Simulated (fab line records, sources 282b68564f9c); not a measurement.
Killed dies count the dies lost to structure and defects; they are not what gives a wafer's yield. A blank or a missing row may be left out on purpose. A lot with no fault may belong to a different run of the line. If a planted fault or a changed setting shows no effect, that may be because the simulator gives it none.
What tool caused it? / flow ritCmos / 14 lots, 42 wafers sampled, at 2 steps of a route of 202

WHAT THE GAUGES READ, wafer by wafer
RIT_SPACER_THK_MEAS_04.
lot=L894; measured=day 2 20:47; on=filmMetro-02; SPACER_NITRIDE_THK (nm)=252.4 252.5 250.9
lot=L895; measured=day 3 02:48; on=filmMetro-03; SPACER_NITRIDE_THK (nm)=251.0 252.0 251.5
lot=L897; measured=day 3 12:51; on=filmMetro-03; SPACER_NITRIDE_THK (nm)=249.6 249.8 252.8
lot=L898; measured=day 3 17:13; on=filmMetro-04; SPACER_NITRIDE_THK (nm)=291.2 291.7 293.8
lot=L900; measured=day 4 04:31; on=filmMetro-03; SPACER_NITRIDE_THK (nm)=248.1 248.2 252.5
lot=L901; measured=day 4 09:52; on=filmMetro-04; SPACER_NITRIDE_THK (nm)=281.5 283.0 283.6
lot=L909; measured=day 6 05:31; on=filmMetro-02; SPACER_NITRIDE_THK (nm)=252.7 250.4 248.5
lot=L911; measured=day 6 17:11; on=filmMetro-02; SPACER_NITRIDE_THK (nm)=253.9 251.1 254.8
lot=L912; measured=day 7 03:26; on=filmMetro-04; SPACER_NITRIDE_THK (nm)=251.4 248.2 251.5
lot=L913; measured=day 7 07:10; on=filmMetro-04; SPACER_NITRIDE_THK (nm)=253.5 251.4 252.0
lot=L914; measured=day 7 09:07; on=filmMetro-03; SPACER_NITRIDE_THK (nm)=247.9 247.2 248.7
lot=L915; measured=day 7 14:05; on=filmMetro-03; SPACER_NITRIDE_THK (nm)=251.9 252.7 249.6
lot=L916; measured=day 7 18:44; on=filmMetro-02; SPACER_NITRIDE_THK (nm)=247.3 246.9 249.7
lot=L917; measured=day 7 22:41; on=filmMetro-02; SPACER_NITRIDE_THK (nm)=250.3 251.2 252.1

WHAT TOOL EACH LOT RAN ON (gives the tool, then ch and the chambers of the sampled wafers, and finally the start)
lot=L894; RIT_SPACER_CVD_03=lpcvd-01 ch 1, day 2 18:52
lot=L895; RIT_SPACER_CVD_03=lpcvd-02 ch 1, day 3 00:52
lot=L897; RIT_SPACER_CVD_03=lpcvd-02 ch 1, day 3 10:56
lot=L898; RIT_SPACER_CVD_03=lpcvd-02 ch 1, day 3 15:18
lot=L900; RIT_SPACER_CVD_03=lpcvd-01 ch 0, day 4 02:36
lot=L901; RIT_SPACER_CVD_03=lpcvd-02 ch 1, day 4 07:55
lot=L909; RIT_SPACER_CVD_03=lpcvd-01 ch 1, day 6 03:36
lot=L911; RIT_SPACER_CVD_03=lpcvd-01 ch 1, day 6 15:15
lot=L912; RIT_SPACER_CVD_03=lpcvd-01 ch 1, day 7 01:31
lot=L913; RIT_SPACER_CVD_03=lpcvd-01 ch 1, day 7 05:15
lot=L914; RIT_SPACER_CVD_03=lpcvd-01 ch 0, day 7 07:10
lot=L915; RIT_SPACER_CVD_03=lpcvd-02 ch 0, day 7 12:10
lot=L916; RIT_SPACER_CVD_03=lpcvd-02 ch 1, day 7 16:48
lot=L917; RIT_SPACER_CVD_03=lpcvd-02 ch 0, day 7 20:45
- RIT_SPACER_CVD_03: deposits Si3N4 from SiH2Cl2/NH3, target thk 250 nm, time 3300 s.

WHAT THE TOOLS THEMSELVES READ (means of the sampled wafers that have a number; where no wafer has one, the mark that the record gives instead)
RIT_SPACER_CVD_03.
lot=L894; tool=lpcvd-01; pressureMtorr (mTorr)=300.9; sih2cl2FlowSccm (sccm)=59.93; susceptorTempC (C)=810.0; zonePowerLoadPct (%)=21.1
lot=L895; tool=lpcvd-02; pressureMtorr (mTorr)=300.2; sih2cl2FlowSccm (sccm)=60.05; susceptorTempC (C)=810.5; zonePowerLoadPct (%)=17.4
lot=L897; tool=lpcvd-02; pressureMtorr (mTorr)=298.9; sih2cl2FlowSccm (sccm)=59.88; susceptorTempC (C)=810.2; zonePowerLoadPct (%)=17.4
lot=L898; tool=lpcvd-02; pressureMtorr (mTorr)=300.5; sih2cl2FlowSccm (sccm)=90.08; susceptorTempC (C)=810.1; zonePowerLoadPct (%)=17.4
lot=L900; tool=lpcvd-01; pressureMtorr (mTorr)=300.0; sih2cl2FlowSccm (sccm)=59.80; susceptorTempC (C)=810.0; zonePowerLoadPct (%)=22.1
lot=L901; tool=lpcvd-02; pressureMtorr (mTorr)=299.3; sih2cl2FlowSccm (sccm)=89.69; susceptorTempC (C)=810.2; zonePowerLoadPct (%)=17.5
lot=L909; tool=lpcvd-01; pressureMtorr (mTorr)=300.4; sih2cl2FlowSccm (sccm)=60.01; susceptorTempC (C)=809.7; zonePowerLoadPct (%)=20.9
lot=L911; tool=lpcvd-01; pressureMtorr (mTorr)=300.1; sih2cl2FlowSccm (sccm)=59.85; susceptorTempC (C)=810.3; zonePowerLoadPct (%)=20.9
lot=L912; tool=lpcvd-01; pressureMtorr (mTorr)=300.2; sih2cl2FlowSccm (sccm)=60.32; susceptorTempC (C)=810.2; zonePowerLoadPct (%)=21.3
lot=L913; tool=lpcvd-01; pressureMtorr (mTorr)=299.5; sih2cl2FlowSccm (sccm)=60.21; susceptorTempC (C)=809.7; zonePowerLoadPct (%)=20.9
lot=L914; tool=lpcvd-01; pressureMtorr (mTorr)=299.9; sih2cl2FlowSccm (sccm)=59.96; susceptorTempC (C)=810.1; zonePowerLoadPct (%)=22.0
lot=L915; tool=lpcvd-02; pressureMtorr (mTorr)=300.4; sih2cl2FlowSccm (sccm)=60.12; susceptorTempC (C)=810.2; zonePowerLoadPct (%)=21.0
lot=L916; tool=lpcvd-02; pressureMtorr (mTorr)=299.5; sih2cl2FlowSccm (sccm)=60.07; susceptorTempC (C)=810.5; zonePowerLoadPct (%)=17.2
lot=L917; tool=lpcvd-02; pressureMtorr (mTorr)=300.9; sih2cl2FlowSccm (sccm)=60.03; susceptorTempC (C)=810.1; zonePowerLoadPct (%)=21.1

THE ANSWER, worked out from the rows above alone
Rule: the usual values come from the lots themselves. The widest of any qualifying gaps counts: lots, ordered by their means at a reading, are off when they make up no more than a third of the lots, leave a main group of 4 or more, and stand apart from it by 3 or more times the standard deviation of that group's means. The tables above print the reading to a certain number of digits; a main group whose means all agree to those digits is not used. A lot without any number at a reading at which 4 lots or more have one is off too. Where the step has rows for the other lots, those lots are counted as sound. Order of review: gauges by route order, followed by the tools' own readings, for which a lot's mean as printed above is used. At the first step where some lot is off, the reading lying furthest off is the one used; lots without a number count as furthest.
Off: L898, L901, seen at RIT_SPACER_THK_MEAS_04 (SPACER_NITRIDE_THK). The main group: mean 250.7 nm, standard deviation 1.5.
A tool fits if, at a process step before that reading, it ran every lot that is off, and no sound lot after the first of them. The gauges at RIT_SPACER_THK_MEAS_04 aren't tried: what is off there is off at RIT_SPACER_CVD_03 too, on other tools, and a gauge's error can't cause that. None of those tried fits.

WHAT WAS PUT IN BY THE SIMULATOR
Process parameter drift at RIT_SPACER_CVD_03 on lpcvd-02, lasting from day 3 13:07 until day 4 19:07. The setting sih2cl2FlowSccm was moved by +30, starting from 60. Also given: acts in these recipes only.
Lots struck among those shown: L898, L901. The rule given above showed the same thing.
